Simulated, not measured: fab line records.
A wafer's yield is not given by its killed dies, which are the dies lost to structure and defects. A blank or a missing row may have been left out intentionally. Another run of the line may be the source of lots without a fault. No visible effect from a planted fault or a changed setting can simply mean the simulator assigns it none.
8D (eight disciplines) problem report, filled in by code | flow rit cmos | the parts of the form that need people (team, actions taken, sign-off) are left out

== 1. WHAT WENT WRONG ==
Mean PRETRO_TW at RIT_PRETRO_TW_MEAS_10: 392.6 over 6 wafers in 2 lots; fault-free wafers: 473.4, standard deviation 3. Measured from the usual mean, that is -27 standard deviations.
Earliest sighting: wafer L302.1 on film metro-01 at day 4 14:28. The record holds 42 wafers of 14 lots with a number at this step. Rule for "out", or "out of limits": more than 4 standard deviations from the usual mean. Any other wafer with a number is counted as sound.

== 2. WHAT THIS IS AND IS NOT ==
question                    | is                     | is not
which readings at this step | PRETRO_TW              | -
which lots                  | L302, L304             | L291, L292, L293, L294, L298, L299, L301, L308, L311, L312, L313, L314
which wafers of those lots  | all that have a number | -
read on which gauges        | film metro-01          | film metro-02, film metro-04
when                        | from day 4 14:28       | up to then (21 sound wafers); but 15 sound wafers of L308, L311, L312, L313, L314 came after

== 3. SUSPECTS, AND WHAT RULES EACH OUT ==
Counting: a tool stays on the suspect list if, at a process step up to the reading, it processed all lots that are out and no sound lot following the first of them.
- ruled out: the gauge at RIT_PRETRO_TW_MEAS_10. All the wafers that are out were read on film metro-01, but those of them that RIT_PRETRO_IMPLANT_08 has rows for are out there too, on other tools.
- implanter-02 at RIT_PRETRO_IMPLANT_08: kept. Every lot that is out went through it, starting with L302 (day 4 14:08), and after that it ran no sound lot; the last sound lot it ran before then is L301 (day 4 09:32). Its own readings are out on those wafers: dose ions cm2, faraday current uA.
After counting, what remains is implanter-02 at RIT_PRETRO_IMPLANT_08.

== 4. THE CAUSE (what the simulator had put in) ==
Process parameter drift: implanter-02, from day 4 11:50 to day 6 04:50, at RIT_PRETRO_IMPLANT_08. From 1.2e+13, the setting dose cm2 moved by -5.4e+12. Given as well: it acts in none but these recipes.
After counting, this tool was the only one left.

== 5. THE EFFECT CHAIN, in route order ==
Each row: a reading where the mean over the struck wafers with a number is more than 3 standard deviations away from the usual. Only readings for which the record gives a usual standard deviation are gone through. hours: the time from each lot's start at the first step in this table that gives one to its start at this step, as a median over the lots. sigmas: the change in usual standard deviations.
hours | step                  | reading            | usual   | on struck wafers | change   | sigmas
0     | RIT_PRETRO_IMPLANT_08 | dose ions cm2      | 1.2e+13 | 6.6e+12          | -5.4e+12 | -99 or more
0     | RIT_PRETRO_IMPLANT_08 | faraday current uA | 38.1    | 20.9             | -17.2    | -25
0     | RIT_PRETRO_TW_MEAS_10 | PRETRO_TW          | 473.4   | 392.6            | -80.8    | -27
Here are the process steps it includes:
- RIT_PRETRO_IMPLANT_08

== 6. WHAT WOULD HAVE CAUGHT IT SOONER ==
In this record the first reading out of limits at a measuring or inspecting step was taken at day 4 14:28, 3 hours after the fault began at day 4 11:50.
The tool's own readings at RIT_PRETRO_IMPLANT_08 were out on every struck wafer that the step has a row for (dose ions cm2, faraday current uA): an alarm limit on them would have fired on the first of those.
Among the 2 lots that are out, L304 began RIT_PRETRO_IMPLANT_08 on implanter-02 after day 4 14:28. A tool hold placed at that time would have kept it from harm.
